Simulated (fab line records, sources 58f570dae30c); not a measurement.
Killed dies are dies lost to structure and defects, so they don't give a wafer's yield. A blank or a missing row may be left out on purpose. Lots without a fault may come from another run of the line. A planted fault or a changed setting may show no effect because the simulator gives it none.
Which tool did it? | flow berkeley_cmos170 | 7 lots, 21 wafers sampled, at 2 steps of a route of 331

WHAT THE GAUGES READ, wafer by wafer
UCB170_SDANNEAL_RS_MEAS_02: measures by four-point-probe.
lot  | measured     | on            | PSD_RS (ohm/sq)
L208 | day 8 12:02  | film_metro-02 | 75.9 75.9 75.4
L210 | day 9 00:41  | film_metro-03 | 75.4 75.4 75.4
L212 | day 9 23:59  | film_metro-02 | 75.5 75.7 75.2
L216 | day 10 13:33 | film_metro-02 | 75.5 76.0 75.9
L219 | day 11 07:08 | film_metro-02 | 56.7 56.7 56.7
L222 | day 11 06:50 | film_metro-01 | 56.7 56.8 56.8
L227 | day 12 08:08 | film_metro-03 | 75.3 75.8 75.2

WHICH TOOL RAN EACH LOT (tool, then ch and the chambers of the sampled wafers, then the start)
lot  | UCB170_SDANNEAL_RTA_01
L208 | rtp_anneal-02 ch 0, day 8 11:59
L210 | rtp_anneal-01 ch 0, day 9 00:37
L212 | rtp_anneal-01 ch 0, day 9 23:56
L216 | rtp_anneal-01 ch 0, day 10 13:30
L219 | rtp_anneal-01 ch 0, day 11 07:04
L222 | rtp_anneal-01 ch 0, day 11 06:46
L227 | rtp_anneal-02 ch 0, day 12 08:04
- UCB170_SDANNEAL_RTA_01: time 5 s.

THE ANSWER, worked out from the rows above alone
Rule: what is usual is taken from the lots themselves. Put in order of their means at a reading, lots are off if they are a third of the lots or fewer, leave a main group of 4 or more, and stand apart from it by a gap of 3 or more times the standard deviation of the main group's means; of several such gaps the widest counts. A main group whose means are all the same, to the digits that the tables above print for the reading, isn't used. A lot without any number at a reading at which 4 lots or more have one is off too. The other lots that the step has rows for count as sound.
Off: L219, L222, at UCB170_SDANNEAL_RS_MEAS_02 (PSD_RS). The main group: mean 75.6 ohm/sq, standard deviation 0.17.
A tool fits if, at a process step before that reading, it ran every lot that is off, and no sound lot after the first of them. The gauges at UCB170_SDANNEAL_RS_MEAS_02 are tried like those tools. One fits: rtp_anneal-01 at UCB170_SDANNEAL_RTA_01. Its last sound lot is L216 (day 10 13:30), its first lot that is off L222 (day 11 06:46): a fault that began between those two fits.

WHAT THE SIMULATOR HAD PUT IN
Process parameter drift: rtp_anneal-01, from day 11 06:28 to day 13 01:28, at UCB170_SDANNEAL_RTA_01. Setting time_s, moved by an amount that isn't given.
Lots struck among those shown: L222, L219. The rule above found the same.
